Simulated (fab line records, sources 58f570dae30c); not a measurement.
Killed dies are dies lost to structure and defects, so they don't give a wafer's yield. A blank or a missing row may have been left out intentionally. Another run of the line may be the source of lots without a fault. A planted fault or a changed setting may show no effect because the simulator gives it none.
Chamber matching | flow berkeley cmos170 | 3 sister chambers for UCB170_SPACER_CVD_00 on pecvd-03
The step deposits SiO2 from TEOS/O2, target thk 376 nm, time 47 s. 14 wafers are shown with their chamber, then 7 later ones without.

== WAFERS PAIRED WITH THEIR CHAMBERS ==
wafer  | chamber | heater power w (W) | rf fwd power W (W)
L636.1 | 0       | 251                | 545.4
L636.2 | 2       | 174                | 543.5
L636.6 | 1       | 216                | 546.9
L634.1 | 0       | 263                | 546.8
L634.3 | 1       | 155                | 545.6
L634.4 | 0       | 175                | 544.6
L648.1 | 0       | 267                | 544.6
L648.2 | 2       | 217                | 543.2
L648.4 | 2       | 140                | 546.2
L649.2 | 0       | 181                | 541.8
L649.3 | 2       | 174                | 548.0
L649.5 | 0       | 199                | 542.8
L653.1 | 0       | 216                | 545.7
L653.3 | 2       | 144                | 546.5

SIGNATURES (averages over the wafers above)
reading        | chamber 0 | chamber 1 | chamber 2 | scatter within a chamber
heater power w | 221.71    | 185.50    | 169.80    | 36.5
rf fwd power W | 544.529   | 546.250   | 545.480   | 1.8
Rule: a wafer's distance from a chamber is the root of the sum, over the readings, of the square of ((its reading less the chamber's mean) divided by the reading's scatter). If the next closest chamber is less than 2 further off than the closest, the wafer can't be placed; otherwise it belongs to the closest. How the scatter is found: for the shown wafers, subtract from each reading the mean of its chamber, square and add these, divide the total by (wafers less chambers), then take the root.

== WAFERS MISSING THEIR CHAMBER ==
wafer  | heater power w (W) | rf fwd power W (W)
L653.4 | 156                | 548.8
L654.2 | 187                | 547.0
L654.5 | 135                | 545.6
L654.6 | 197                | 548.1
L655.1 | 212                | 544.9
L655.2 | 170                | 545.7
L655.6 | 187                | 547.3

== WHICH CHAMBER EACH ONE RAN IN ==
wafer  | from the rows above          | in truth
L653.4 | can't be placed: 1 or 2 or 0 | 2
L654.2 | can't be placed: 1 or 2 or 0 | 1
L654.5 | can't be placed: 2 or 1 or 0 | 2
L654.6 | can't be placed: 1 or 2 or 0 | 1
L655.1 | can't be placed: 0 or 1 or 2 | 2
L655.2 | can't be placed: 2 or 1 or 0 | 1
L655.6 | can't be placed: 1 or 2 or 0 | 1
Correctly placed: 0 of 7. Can't be placed from these rows: 7 (the true chamber is among the candidates in 7). 0 placed wrongly.
